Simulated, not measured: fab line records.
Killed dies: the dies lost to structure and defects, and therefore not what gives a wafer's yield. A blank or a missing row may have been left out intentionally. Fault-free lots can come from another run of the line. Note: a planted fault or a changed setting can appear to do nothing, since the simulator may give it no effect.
What tool caused it? :: flow ritCmos :: 15 lots with 45 wafers sampled at 2 steps, on a route of 202 steps

== WHAT THE GAUGES READ, wafer by wafer ==
RIT_GATE_THK_MEAS_09.
lot: L552
measured: day 2 16:40
on: filmMetro-01
GATE_POLY_THK (nm): 252.0 252.9 252.9

lot: L553
measured: day 2 20:32
on: filmMetro-04
GATE_POLY_THK (nm): 249.2 249.3 248.3

lot: L554
measured: day 2 22:10
on: filmMetro-04
GATE_POLY_THK (nm): 249.6 250.6 249.2

lot: L555
measured: day 3 09:11
on: filmMetro-03
GATE_POLY_THK (nm): 252.9 251.7 252.5

lot: L556
measured: day 3 10:47
on: filmMetro-01
GATE_POLY_THK (nm): 248.5 248.1 248.6

lot: L558
measured: day 3 23:07
on: filmMetro-04
GATE_POLY_THK (nm): 249.1 253.7 251.2

lot: L557
measured: day 3 23:09
on: filmMetro-03
GATE_POLY_THK (nm): 249.1 248.2 247.4

lot: L559
measured: day 4 05:56
on: filmMetro-01
GATE_POLY_THK (nm): 252.9 251.2 254.7

lot: L560
measured: day 4 14:32
on: filmMetro-01
GATE_POLY_THK (nm): 248.0 250.9 250.4

lot: L561
measured: day 4 18:10
on: filmMetro-01
GATE_POLY_THK (nm): 248.1 246.0 248.5

lot: L562
measured: day 4 19:25
on: filmMetro-04
GATE_POLY_THK (nm): 250.6 249.0 251.5

lot: L563
measured: day 5 05:39
on: filmMetro-04
GATE_POLY_THK (nm): 249.4 250.9 248.5

lot: L569
measured: day 6 06:13
on: filmMetro-04
GATE_POLY_THK (nm): 198.8 198.3 198.3

lot: L570
measured: day 6 10:11
on: filmMetro-04
GATE_POLY_THK (nm): 200.3 200.2 199.7

lot: L571
measured: day 6 13:12
on: filmMetro-01
GATE_POLY_THK (nm): 200.5 199.1 198.4

== WHAT TOOL EACH LOT RAN ON (gives the tool, then ch and the chambers of the sampled wafers, and finally the start) ==
lot: L552
RIT_GATE_CVD_08: lpcvd-01 ch 0, day 2 15:02

lot: L553
RIT_GATE_CVD_08: lpcvd-01 ch 0, day 2 18:55

lot: L554
RIT_GATE_CVD_08: lpcvd-01 ch 0, day 2 20:32

lot: L555
RIT_GATE_CVD_08: lpcvd-01 ch 1, day 3 07:33

lot: L556
RIT_GATE_CVD_08: lpcvd-01 ch 1, day 3 09:10

lot: L558
RIT_GATE_CVD_08: lpcvd-01 ch 0, day 3 21:29

lot: L557
RIT_GATE_CVD_08: lpcvd-02 ch 0, day 3 21:31

lot: L559
RIT_GATE_CVD_08: lpcvd-01 ch 1, day 4 04:19

lot: L560
RIT_GATE_CVD_08: lpcvd-02 ch 1, day 4 12:55

lot: L561
RIT_GATE_CVD_08: lpcvd-01 ch 0, day 4 16:32

lot: L562
RIT_GATE_CVD_08: lpcvd-02 ch 1, day 4 17:47

lot: L563
RIT_GATE_CVD_08: lpcvd-02 ch 0, day 5 04:01

lot: L569
RIT_GATE_CVD_08: lpcvd-02 ch 1, day 6 04:35

lot: L570
RIT_GATE_CVD_08: lpcvd-02 ch 0, day 6 07:44

lot: L571
RIT_GATE_CVD_08: lpcvd-02 ch 1, day 6 10:45
- RIT_GATE_CVD_08: deposits poly-Si from SiH4, target thk 250 nm, time 2220 s.

== WHAT THE TOOLS THEMSELVES READ (means of the sampled wafers that have a number; where no wafer has one, the mark that the record gives instead) ==
RIT_GATE_CVD_08.
lot: L552
tool: lpcvd-01
sih4FlowSccm (sccm): 99.78
spikeTcLoadC (C): 634.3

lot: L553
tool: lpcvd-01
sih4FlowSccm (sccm): 99.81
spikeTcLoadC (C): 634.8

lot: L554
tool: lpcvd-01
sih4FlowSccm (sccm): 99.96
spikeTcLoadC (C): 634.3

lot: L555
tool: lpcvd-01
sih4FlowSccm (sccm): 100.11
spikeTcLoadC (C): 630.3

lot: L556
tool: lpcvd-01
sih4FlowSccm (sccm): 99.63
spikeTcLoadC (C): 629.7

lot: L558
tool: lpcvd-01
sih4FlowSccm (sccm): 99.68
spikeTcLoadC (C): 636.1

lot: L557
tool: lpcvd-02
sih4FlowSccm (sccm): 100.16
spikeTcLoadC (C): 630.9

lot: L559
tool: lpcvd-01
sih4FlowSccm (sccm): 100.13
spikeTcLoadC (C): 629.7

lot: L560
tool: lpcvd-02
sih4FlowSccm (sccm): 99.85
spikeTcLoadC (C): 632.6

lot: L561
tool: lpcvd-01
sih4FlowSccm (sccm): 99.76
spikeTcLoadC (C): 634.5

lot: L562
tool: lpcvd-02
sih4FlowSccm (sccm): 99.89
spikeTcLoadC (C): 632.3

lot: L563
tool: lpcvd-02
sih4FlowSccm (sccm): 99.60
spikeTcLoadC (C): 630.9

lot: L569
tool: lpcvd-02
sih4FlowSccm (sccm): 80.36
spikeTcLoadC (C): 633.3

lot: L570
tool: lpcvd-02
sih4FlowSccm (sccm): 80.15
spikeTcLoadC (C): 630.5

lot: L571
tool: lpcvd-02
sih4FlowSccm (sccm): 80.03
spikeTcLoadC (C): 633.3

== THE ANSWER, worked out from the rows above alone ==
Rule: what is usual is taken from the lots themselves. Put in order of their means at a reading, lots are off if they are a third of the lots or fewer, leave a main group of 4 or more, and stand apart from it by a gap of 3 or more times the standard deviation of the main group's means; of several such gaps the widest counts. If all means in a main group match to the digits the tables above print for the reading, that group is not used. Also off: a lot with no number at a reading for which 4 or more lots have one. Any other lot the step has rows for is counted as sound. After the gauges, taken in route order, come the tools' own readings; for these a lot's mean is taken, as printed above. At the first step where some lot is off, the reading lying furthest off is the one used; lots without a number count as furthest.
Off: L569, L570, L571, seen at RIT_GATE_THK_MEAS_09 (GATE_POLY_THK). For the main group the mean is 250.2 nm and the standard deviation 1.7.
If a tool, at a process step before that reading, ran all the lots that are off and no sound lot after the first of them, it fits. Not tried: the gauges at RIT_GATE_THK_MEAS_09; whatever is off there is also off at RIT_GATE_CVD_08, on other tools, and gauge error can't account for it. One fits: RIT_GATE_CVD_08 on lpcvd-02. A fault onset in the window from L563 (day 5 04:01, its last sound lot) to L569 (day 6 04:35, its first lot off) fits.
The tool's own readings at RIT_GATE_CVD_08 bear it out: on the lots that are off they differ by more than 5 times the standard deviation of the sound lots' means. sih4FlowSccm reads 80.18 sccm there against 99.86 sccm on the sound lots.

== WHAT WAS PUT IN BY THE SIMULATOR ==
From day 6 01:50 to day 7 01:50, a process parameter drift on lpcvd-02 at RIT_GATE_CVD_08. Setting sih4FlowSccm shifted by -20 from 100.
Lots struck among those shown: L569, L570, L571. The rule given above showed the same thing.
